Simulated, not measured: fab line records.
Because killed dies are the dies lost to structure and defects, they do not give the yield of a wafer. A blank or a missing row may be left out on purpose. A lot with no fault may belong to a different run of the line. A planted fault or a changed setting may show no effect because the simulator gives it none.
fab line records | flow berkeley-cmos170
record lots=7 | wafers=21 | last-day=12
route steps=331 shown NWELL@26 PWELL@34
lots that met no fault: taken from a fault-free run of the same line
start-h: hours from the record's first day to the start of the lot's first wafer shown | wait-h: hours since the lot's step before | " same as the row above | L1.1+2: several wafers, shown together as one row | - no value present, or no start provided | * or withheld: withheld | < > ~ a bound
route shown NAME@n: names a module that has steps shown in the file, with the first one's number in the route | usual: mean and standard deviation over wafers with no fault | same: alike in all rows | chamber/n: place in a boat | sites: the reading at each site | _std_site: standard deviation of those values | _edge_site: mean of outer sites minus mean of inner sites | radius-mm: for every site, how far away it sits from the centre of the wafer | mask NAME#n: copy n | behind: the tool/chamber that last shaped the wafer | hold: why the lot was held/for how many hours/how that ended | device: the n, p or np transistor that did not switch | end of line: at the end of the route, the tests of the same wafers | a step with no rows: only its recipe | killed: count of dies lost to structure and defects at first sort (not the wafer's yield) | map: dies across one wafer; x = killed, . = not, _ = none there
set.NAME: the run value of the setting; set.NAME@STEP: its run value at that earlier step | model.NAME: the simulator's own value behind a step, which no gauge read
a table for each step, a row for each wafer; lots at some steps of the route
services: from which hour (start-h, from the record's first day; less than 0 if before it) a tool's chamber was out of use, for how many hours, and why
## steps
# step UCB170_NWELL_OVL_MEAS_12
# usual NWELL_OVL=-1/4.6
lot.wafer | tool       | chamber | start-h | wait-h | NWELL_OVL[nm]
L351.1    | overlay-01 | -       | 28.18   | -      | 1
L351.4    | "          | -       | "       | "      | -5
L351.5    | "          | -       | "       | "      | 5
L359.1    | overlay-02 | -       | 76.75   | -      | 0
L359.3    | "          | -       | "       | "      | 3
L359.5    | "          | -       | "       | "      | 3
L368.1    | overlay-02 | -       | 119.01  | -      | -9
L368.2    | "          | -       | "       | "      | -11
L368.5    | "          | -       | "       | "      | -1
L369.2    | overlay-01 | -       | 128.14  | -      | 3
L369.3    | "          | -       | "       | "      | -2
L369.4    | "          | -       | "       | "      | -2
L370.2    | overlay-02 | -       | 128.25  | -      | 0
L370.4    | "          | -       | "       | "      | -3
L370.5    | "          | -       | "       | "      | -1
L371.1    | overlay-01 | -       | 135.56  | -      | -2
L371.3    | "          | -       | "       | "      | 6
L371.5    | "          | -       | "       | "      | -4
L373.1    | overlay-01 | -       | 144.30  | -      | -11
L373.4    | "          | -       | "       | "      | -10
L373.6    | "          | -       | "       | "      | -10
# step UCB170_NWELL_ETCH_13
# recipe chemistry=CH3F/Ar/O2 | target=Si3N4 | stop-on=SiO2 | CH3F_flow_sccm=20 | Ar_flow_sccm=50 | O2_flow_sccm=7 | pressure-mtorr=50 | rf-w=450 | target-depth-a=2464 | over-etch-frac=0.1 | time-s=154
# usual drypump-motor-current-A=5.5/0.48 | oes-product-au=0.925/0.013 | throttle-valve-pct=7.98/0.11
lot.wafer | tool        | chamber | start-h | wait-h | drypump-motor-current-A | oes-product-au | rf-hours-counter-h | throttle-valve-pct
L351.1    | rie-diel-04 | 3       | 28.21   | 0.0    | 5.2                     | 0.935          | 74                 | 8.20
L351.4    | "           | 2       | "       | "      | 5.7                     | 0.907          | 145                | 7.94
L351.5    | "           | 2       | "       | "      | 5.7                     | 0.901          | -                  | 7.93
L359.1    | rie-diel-03 | 0       | 76.79   | 0.0    | 5.0                     | 0.917          | 8                  | 7.96
L359.3    | "           | 1       | "       | "      | 6.4                     | 0.919          | 47                 | 7.81
L359.5    | "           | 1       | "       | "      | 6.4                     | 0.921          | -                  | 7.81
L368.1    | rie-diel-03 | 1       | 119.05  | 0.0    | 6.4                     | 0.927          | 49                 | 7.81
L368.2    | "           | 3       | "       | "      | 6.3                     | 0.917          | 8                  | 7.91
L368.5    | "           | 1       | "       | "      | 6.4                     | 0.917          | -                  | 7.80
L369.2    | rie-diel-01 | 1       | 128.17  | 0.0    | 5.2                     | 0.920          | 24                 | 8.07
L369.3    | "           | 0       | "       | "      | 5.8                     | 0.927          | 65                 | 8.08
L369.4    | "           | 2       | "       | "      | 4.9                     | 0.929          | 4                  | 8.10
L370.2    | rie-diel-04 | 3       | 128.28  | 0.0    | 5.2                     | 0.924          | 77                 | 8.17
L370.4    | "           | 2       | "       | "      | 5.7                     | 0.904          | 149                | 7.92
L370.5    | "           | 3       | "       | "      | 5.2                     | 0.939          | -                  | 8.18
L371.1    | rie-diel-01 | 0       | 135.60  | 0.0    | 5.8                     | 0.923          | 66                 | 8.07
L371.3    | "           | 2       | "       | "      | 4.9                     | 0.926          | 5                  | 8.09
L371.5    | "           | 0       | "       | "      | 5.8                     | 0.934          | -                  | 8.09
L373.1    | rie-diel-04 | 3       | 144.33  | 0.0    | 5.2                     | 0.928          | 77                 | 8.18
L373.4    | "           | 2       | "       | "      | 5.7                     | 0.908          | 149                | 7.93
L373.6    | "           | 0       | "       | "      | 4.9                     | 0.941          | -                  | 7.94
# step UCB170_NWELL_IMPLANT_14
# recipe species=P | dose-cm2=1e+13 | energy-kev=150 | tilt-deg=7
# step UCB170_NWELL_STRIP_15
# recipe chemistry=O2 | power-w=400 | pressure-mtorr=3500 | platen-temp-c=withheld | o2-flow-sccm=400 | overash-fraction=0.5
# usual drypump-motor-current-A=5.6/0.48 | oes-product-au=0.721/0.0048 | strip-time-to-endpoint-s=18.03/0.066
lot.wafer | tool            | chamber | start-h | wait-h | drypump-motor-current-A | oes-product-au | rf-hours-counter-h | strip-time-to-endpoint-s
L351.1    | plasma-asher-02 | 1       | 28.47   | 0.1    | 5.4                     | 0.722          | 20                 | 18.08
L351.4    | "               | 0       | "       | "      | 5.2                     | 0.717          | -                  | 18.01
L351.5    | "               | 0       | "       | "      | 5.3                     | 0.724          | -                  | 18.05
L359.1    | plasma-asher-02 | 0       | 77.04   | 0.1    | 5.2                     | 0.713          | 26                 | 18.01
L359.3    | "               | 1       | "       | "      | 5.3                     | 0.725          | -                  | 18.02
L359.5    | "               | 0       | "       | "      | 5.2                     | 0.721          | -                  | 17.94
L368.1    | plasma-asher-01 | 0       | 119.30  | 0.1    | 5.9                     | 0.721          | 0                  | 18.06
L368.2    | "               | 1       | "       | "      | 4.8                     | 0.719          | 0                  | 18.01
L368.5    | "               | 1       | "       | "      | 4.8                     | 0.722          | -                  | 18.00
L369.2    | plasma-asher-01 | 0       | 128.42  | 0.1    | 5.9                     | 0.732          | 1                  | 18.03
L369.3    | "               | 0       | "       | "      | 5.8                     | 0.717          | -                  | 18.08
L369.4    | "               | 1       | "       | "      | 4.8                     | 0.730          | -                  | 18.09
L370.2    | plasma-asher-02 | 1       | 128.54  | 0.1    | 5.4                     | 0.725          | 33                 | 18.00
L370.4    | "               | 0       | "       | "      | 5.3                     | 0.723          | -                  | 18.15
L370.5    | "               | 1       | "       | "      | 5.3                     | 0.726          | -                  | 17.96
L371.1    | plasma-asher-01 | 1       | 135.85  | 0.1    | 4.8                     | 0.717          | 2                  | 17.99
L371.3    | "               | 0       | "       | "      | 5.8                     | 0.727          | -                  | 17.98
L371.5    | "               | 1       | "       | "      | 4.8                     | 0.726          | -                  | 17.98
L373.1    | plasma-asher-02 | 1       | 144.74  | 0.1    | 5.3                     | 0.723          | 34                 | 17.99
L373.4    | "               | 1       | "       | "      | 5.3                     | 0.722          | -                  | 18.02
L373.6    | "               | 1       | "       | "      | 5.4                     | 0.729          | -                  | 17.97
# step UCB170_NWELL_TW_MEAS_16
# usual NWELL_TW=1248/4.3
lot.wafer | tool          | chamber | start-h | wait-h | NWELL_TW
L351.1    | film-metro-01 | -       | 28.57   | 0.1    | 1246
L351.4    | "             | -       | "       | "      | 1248
L351.5    | "             | -       | "       | "      | 1249
L359.1    | film-metro-04 | -       | 77.19   | 0.1    | 1253
L359.3    | "             | -       | "       | "      | 1253
L359.5    | "             | -       | "       | "      | 1253
L368.1    | film-metro-01 | -       | 119.40  | 0.1    | 1245
L368.2    | "             | -       | "       | "      | 1248
L368.5    | "             | -       | "       | "      | 1250
L369.2    | film-metro-01 | -       | 128.53  | 0.1    | 1240
L369.3    | "             | -       | "       | "      | 1243
L369.4    | "             | -       | "       | "      | 1250
L370.2    | film-metro-04 | -       | 128.65  | 0.1    | 1245
L370.4    | "             | -       | "       | "      | 1249
L370.5    | "             | -       | "       | "      | 1240
L371.1    | film-metro-04 | -       | 135.95  | 0.1    | 1246
L371.3    | "             | -       | "       | "      | 1247
L371.5    | "             | -       | "       | "      | 1244
L373.1    | film-metro-02 | -       | 144.84  | 0.1    | 1250
L373.4    | "             | -       | "       | "      | 1247
L373.6    | "             | -       | "       | "      | 1247
# step UCB170_NWELL_CLEAN_17
# recipe chemistry=SPM | temp-c=120 | time-s=600
# step UCB170_NWELL_WET_ETCH_18
# recipe chemistry=H3PO4 | target=Si3N4 | temp-c=160 | time-s=14400
# step UCB170_NWELL_WET_ETCH_19
# recipe chemistry=BOE | dilution=5:1 | target=SiO2 | temp-c=25 | time-s=22
# step UCB170_PWELL_CLEAN_00
# recipe chemistry=SPM | temp-c=120 | time-s=600
# step UCB170_PWELL_CLEAN_01
# recipe chemistry=dHF | dilution=25:1 | time-s=60
# step UCB170_PWELL_OXIDATION_02
# recipe temp-c=1000 | ambient=O2 | target-thk-a=264 | ox-time-s=1260
# step UCB170_PWELL_THK_MEAS_03
# recipe reads=SiO2_of_PWELL_OXIDATION_02
# usual PWELL_OXIDE_THK=26.3/0.43
lot.wafer | tool          | chamber | start-h | wait-h | PWELL_OXIDE_THK[nm]
L351.1    | film-metro-03 | -       | 36.26   | 0.0    | 26.0
L351.4    | "             | -       | "       | "      | 26.6
L351.5    | "             | -       | "       | "      | 26.7
L359.1    | film-metro-01 | -       | 85.32   | 0.0    | 26.5
L359.3    | "             | -       | "       | "      | 26.7
L359.5    | "             | -       | "       | "      | 26.8
L368.1    | film-metro-01 | -       | 127.15  | 0.0    | 26.0
L368.2    | "             | -       | "       | "      | 25.9
L368.5    | "             | -       | "       | "      | 26.2
L370.2    | film-metro-04 | -       | 137.01  | 0.0    | 26.3
L370.4    | "             | -       | "       | "      | 26.4
L370.5    | "             | -       | "       | "      | 26.2
L369.2    | film-metro-04 | -       | 137.07  | 0.1    | 26.5
L369.3    | "             | -       | "       | "      | 26.4
L369.4    | "             | -       | "       | "      | 26.5
L371.1    | film-metro-04 | -       | 145.01  | 0.0    | 25.8
L371.3    | "             | -       | "       | "      | 26.0
L371.5    | "             | -       | "       | "      | 26.0
L373.1    | film-metro-04 | -       | 156.19  | 0.0    | 25.8
L373.4    | "             | -       | "       | "      | 25.7
L373.6    | "             | -       | "       | "      | 25.4
# step UCB170_PWELL_ANNEAL_04
# recipe temp-c=1000 | time-s=900 | ambient=N2
# usual spike-tc-centre-C=1002.6/1.1 | spike-tc-load-C=1027.8/1.1
lot.wafer | tool       | chamber | start-h | wait-h | spike-tc-centre-C | spike-tc-load-C
L351.1    | furnace-02 | 0       | 40.34   | 4.1    | 1004.2            | 1028.9
L351.4    | "          | 0       | "       | "      | 1001.7            | 1027.7
L351.5    | "          | 0       | "       | "      | 1003.5            | 1027.4
L359.1    | furnace-04 | 0       | 86.24   | 0.9    | 1005.9            | 1028.1
L359.3    | "          | 0       | "       | "      | 1003.6            | 1028.8
L359.5    | "          | 0       | "       | "      | 1000.6            | 1026.3
L368.1    | furnace-04 | -       | 129.99  | 2.8    | -                 | -
L368.2    | "          | -       | "       | "      | -                 | -
L368.5    | "          | -       | "       | "      | -                 | -
L369.2    | furnace-04 | -       | 138.34  | 1.3    | -                 | -
L369.3    | "          | -       | "       | "      | -                 | -
L369.4    | "          | -       | "       | "      | -                 | -
L370.2    | furnace-04 | -       | 138.34  | 1.3    | -                 | -
L370.4    | "          | -       | "       | "      | -                 | -
L370.5    | "          | -       | "       | "      | -                 | -
L371.1    | furnace-02 | 0       | 146.26  | 1.2    | 1003.9            | 1027.5
L371.3    | "          | 0       | "       | "      | 1002.4            | 1026.8
L371.5    | "          | 0       | "       | "      | 1002.4            | 1028.5
L373.1    | furnace-04 | 0       | 157.91  | 1.7    | 1003.8            | 1027.2
L373.4    | "          | 0       | "       | "      | 1004.5            | 1029.4
L373.6    | "          | 0       | "       | "      | 1001.7            | 1026.6
# step UCB170_PWELL_CVD_05
# recipe material=Si3N4 | target-thk-nm=220 | temp-c=800 | precursor=SiH2Cl2/NH3 | time-s=3300 | pressure-mtorr=196.8 | sih2cl2-flow-sccm=25 | nh3-flow-sccm=75
## services
tool            | chamber | start-h | hours | kind
rie-diel-04     | -       | 5.14    | 0.6   | repair
furnace-04      | -       | 7.16    | 2.9   | pm
rie-diel-01     | 2       | 18.16   | -     | clean
rie-diel-01     | 2       | 18.16   | 32.9  | scheduled-down
rie-diel-01     | 2       | 18.16   | 32.9  | vent-cycle
rie-diel-04     | 3       | 32.81   | 12.4  | repair
rie-diel-04     | -       | 38.71   | 1.1   | repair
rie-diel-03     | -       | 65.92   | 5.5   | repair
plasma-asher-01 | -       | 78.97   | 15.6  | pm
rie-diel-03     | 3       | 85.36   | 3.0   | repair
furnace-04      | -       | 93.91   | 4.8   | pm
plasma-asher-01 | -       | 108.75  | 9.0   | pm
plasma-asher-01 | 0       | 108.75  | 9.0   | vent-cycle
plasma-asher-01 | 1       | 108.75  | 9.0   | vent-cycle
rie-diel-04     | -       | 112.77  | 2.1   | repair
furnace-02      | -       | 115.48  | 3.3   | pm
plasma-asher-01 | 0       | 117.75  | -     | clean
plasma-asher-01 | 1       | 117.75  | -     | clean
plasma-asher-02 | -       | 117.97  | 1.3   | repair
## key
first-sign step=UCB170_PWELL_ANNEAL_04 | reading=tool-record | direction=missing
effect none on later readings
met-at UCB170_PWELL_ANNEAL_04
struck-wafers L368.1,L368.2,L368.5,L369.2,L369.3,L369.4,L370.2,L370.4,L370.5
later-rows-left-out L368.1,L368.2,L368.5,L369.2,L369.3,L369.4,L370.2,L370.4,L370.5
sort-left-out L368.1,L368.2,L368.5,L369.2,L369.3,L369.4,L370.2,L370.4,L370.5
tester-left-out L368,L369,L370
onset-between 86.24 129.99
fault kind=skipped-step-whole | tool=furnace-04 | chamber=- | onset-h=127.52 | steps=UCB170_PWELL_ANNEAL_04 | scope=struck-lots-only
# tester-left-out: of these lots the tester's yield and bins aren't shown, on N5 and GAA mostly nor the transistor test; their killed dies are dies lost to structure and defects alone, not to doping, threshold or leakage, so they don't give the yield
# sort-left-out: the simulated sort isn't trusted on such a fault, so these wafers' sort isn't shown, and their yield isn't known
# later-rows-left-out: the simulator's readings of these wafers behind a module that went badly wrong aren't trusted and aren't shown, but for the sort
